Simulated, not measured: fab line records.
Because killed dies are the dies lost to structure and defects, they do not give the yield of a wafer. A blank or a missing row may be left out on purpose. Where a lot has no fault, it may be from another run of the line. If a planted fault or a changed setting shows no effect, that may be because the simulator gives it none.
Which of the tools did it? -- flow berkeley-cmos170 -- 15 lots, 45 wafers sampled, at 4 steps of a route of 331

== WHAT THE GAUGES SHOWED, per wafer ==
UCB170_GATE_THK_MEAS_02. Usual: for GATE_OXIDE_THK the level is 6.60 nm and the standard deviation is 0.13.
lot,measured,on,GATE_OXIDE_THK (nm),flag
L882,day 6 20:50,film-metro-01,6.92 6.92 6.79,
L884,day 7 19:56,film-metro-02,6.42 6.55 6.50,
L885,day 7 19:56,film-metro-03,6.64 6.53 6.50,
L883,day 7 19:56,film-metro-01,6.42 6.46 6.54,
L886,day 8 02:53,film-metro-02,6.75 6.72 6.75,
L887,day 8 02:53,film-metro-03,6.48 6.51 6.58,
L889,day 8 14:05,film-metro-01,6.57 6.61 6.56,
L888,day 8 14:04,film-metro-03,6.57 6.49 6.60,
L890,day 8 22:50,film-metro-01,6.60 6.56 6.54,
L892,day 8 22:49,film-metro-02,6.47 6.48 6.49,
L891,day 9 09:15,film-metro-01,6.79 6.71 6.70,
L896,day 10 05:17,film-metro-01,6.60 6.56 6.56,
L899,day 10 22:58,film-metro-02,6.55 6.47 6.54,
L902,day 11 10:19,film-metro-01,6.67 6.63 6.55,
L905,day 11 22:35,film-metro-03,6.87 6.91 6.78,

UCB170_GATE_OVL_MEAS_13. Usual: for GATE_OVL the level is 0 nm and the standard deviation is 5.1.
lot,measured,on,GATE_OVL (nm),flag
L882,day 7 05:47,overlay-02,8 -2 3,
L884,day 8 07:15,overlay-02,-8 0 -6,
L885,day 8 07:22,overlay-02,1 0 -1,
L883,day 8 07:32,overlay-02,1 -9 1,
L886,day 8 13:13,overlay-02,-6 1 -4,
L887,day 8 13:46,overlay-01,-124 -130 -126 -122 -126 -126,OFF
L889,day 8 22:27,overlay-02,4 -1 -3,
L888,day 8 22:19,overlay-01,-130 -139 -138 -127 -139 -135,OFF
L890,day 9 15:05,overlay-01,-132 -128 -137 -128 -129 -134,OFF
L892,day 9 15:42,overlay-01,-123 -120 -128 -123 -120 -125,OFF
L891,day 9 15:49,overlay-02,8 13 5,
L896,day 10 16:49,overlay-01,-1 15 0,
L899,day 11 07:38,overlay-02,1 3 0,
L902,day 11 22:20,overlay-01,2 3 6,
L905,day 12 07:49,overlay-01,5 9 10,

== WHAT TOOL EACH LOT RAN ON (gives the tool, then ch and the chambers of the sampled wafers, and finally the start) ==
lot,UCB170_PVT_STRIP_08,UCB170_GATE_EXPOSE_09
L882,"plasma-asher-02 ch 0,1, day 6 13:38","krf-scanner-02 ch 0, day 7 04:58"
L884,"plasma-asher-04 ch 0,1, day 7 10:45","krf-scanner-02 ch 0, day 8 06:44"
L885,"plasma-asher-01 ch 0,1, day 7 11:02","krf-scanner-02 ch 0, day 8 06:51"
L883,"plasma-asher-02 ch 0, day 7 11:08","krf-scanner-02 ch 0, day 8 06:58"
L886,"plasma-asher-02 ch 0,1, day 7 20:13","krf-scanner-01 ch 0, day 8 12:20"
L887,"plasma-asher-01 ch 0,1, day 7 21:52","krf-scanner-02 ch 0, day 8 13:17"
L889,"plasma-asher-01 ch 0,1, day 8 06:11","krf-scanner-01 ch 0, day 8 21:58"
L888,"plasma-asher-02 ch 0,1, day 8 06:14","krf-scanner-02 ch 0, day 8 21:38"
L890,"plasma-asher-02 ch 0,1, day 8 15:42","krf-scanner-02 ch 0, day 9 14:16"
L892,"plasma-asher-04 ch 0,1, day 8 20:16","krf-scanner-02 ch 0, day 9 14:47"
L891,"plasma-asher-01 ch 0,1, day 8 20:59","krf-scanner-01 ch 0, day 9 15:03"
L896,"plasma-asher-04 ch 0, day 9 23:04","krf-scanner-01 ch 0, day 10 15:42"
L899,"plasma-asher-01 ch 0,1, day 10 17:32","krf-scanner-01 ch 0, day 11 07:05"
L902,"plasma-asher-04 ch 0,1, day 11 04:44","krf-scanner-01 ch 0, day 11 21:33"
L905,"plasma-asher-04 ch 0,1, day 11 16:17","krf-scanner-01 ch 0, day 12 07:11"
- UCB170_PVT_STRIP_08: strips in O2.
- UCB170_GATE_EXPOSE_09: exposes mask POLY, target cd 350 nm.

== WHAT THE TOOLS THEMSELVES READ (means of the sampled wafers that have a number; where no wafer has one, the mark that the record gives instead) ==
UCB170_PVT_STRIP_08. Usual: drypump-motor-current-A 5.8 A, standard deviation 0.56; oes-product-au 0.734 a.u., standard deviation 0.0048; strip-time-to-endpoint-s 21.66 s, standard deviation 0.069.
lot,tool,drypump-motor-current-A (A),oes-product-au (a.u.),strip-time-to-endpoint-s (s),flag
L882,plasma-asher-02,6.4,0.732,21.61,
L884,plasma-asher-04,5.2,0.733,21.66,
L885,plasma-asher-01,5.5,0.733,21.69,
L883,plasma-asher-02,6.1,0.732,21.76,
L886,plasma-asher-02,6.4,0.737,21.65,
L887,plasma-asher-01,5.5,0.737,21.68,
L889,plasma-asher-01,5.4,0.733,21.73,
L888,plasma-asher-02,6.3,0.733,21.67,
L890,plasma-asher-02,6.3,0.728,21.71,
L892,plasma-asher-04,5.2,0.732,21.51,
L891,plasma-asher-01,5.4,0.734,21.59,
L896,plasma-asher-04,4.9,0.734,21.65,
L899,plasma-asher-01,5.4,0.735,21.66,
L902,plasma-asher-04,5.2,0.737,21.60,
L905,plasma-asher-04,5.2,0.734,21.56,

== THE ANSWER, worked out from the rows above alone ==
Rule: a lot is off if the mean of its wafers that have a number lies more than 3 standard deviations from the usual mean. Also off: a lot with no number at a reading for which 4 or more lots have one. Any other lot the step has rows for is counted as sound. The gauges are gone through in route order, then the tools' own readings, and for those a lot's mean is taken as printed above. The first step at which some lot is off is used, and at that step the reading that is off furthest; a lot without a number counts as furthest.
Off: at UCB170_GATE_OVL_MEAS_13 (GATE_OVL), L887, L888, L890, L892.
If a tool, at a process step before that reading, ran all the lots that are off and no sound lot after the first of them, it fits. The gauges at UCB170_GATE_OVL_MEAS_13 are tried like those tools. One fits: krf-scanner-02 at UCB170_GATE_EXPOSE_09. A fault onset in the window from L883 (day 8 06:58, its last sound lot) to L887 (day 8 13:17, its first lot off) fits.

== WHAT THE SIMULATOR HAD INSERTED ==
Scanner matching overlay: krf-scanner-02, from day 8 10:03 on, at UCB170_GATE_EXPOSE_09. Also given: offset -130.
Shown lots that were struck: L887, L888, L892, L890. The rule above found the same.
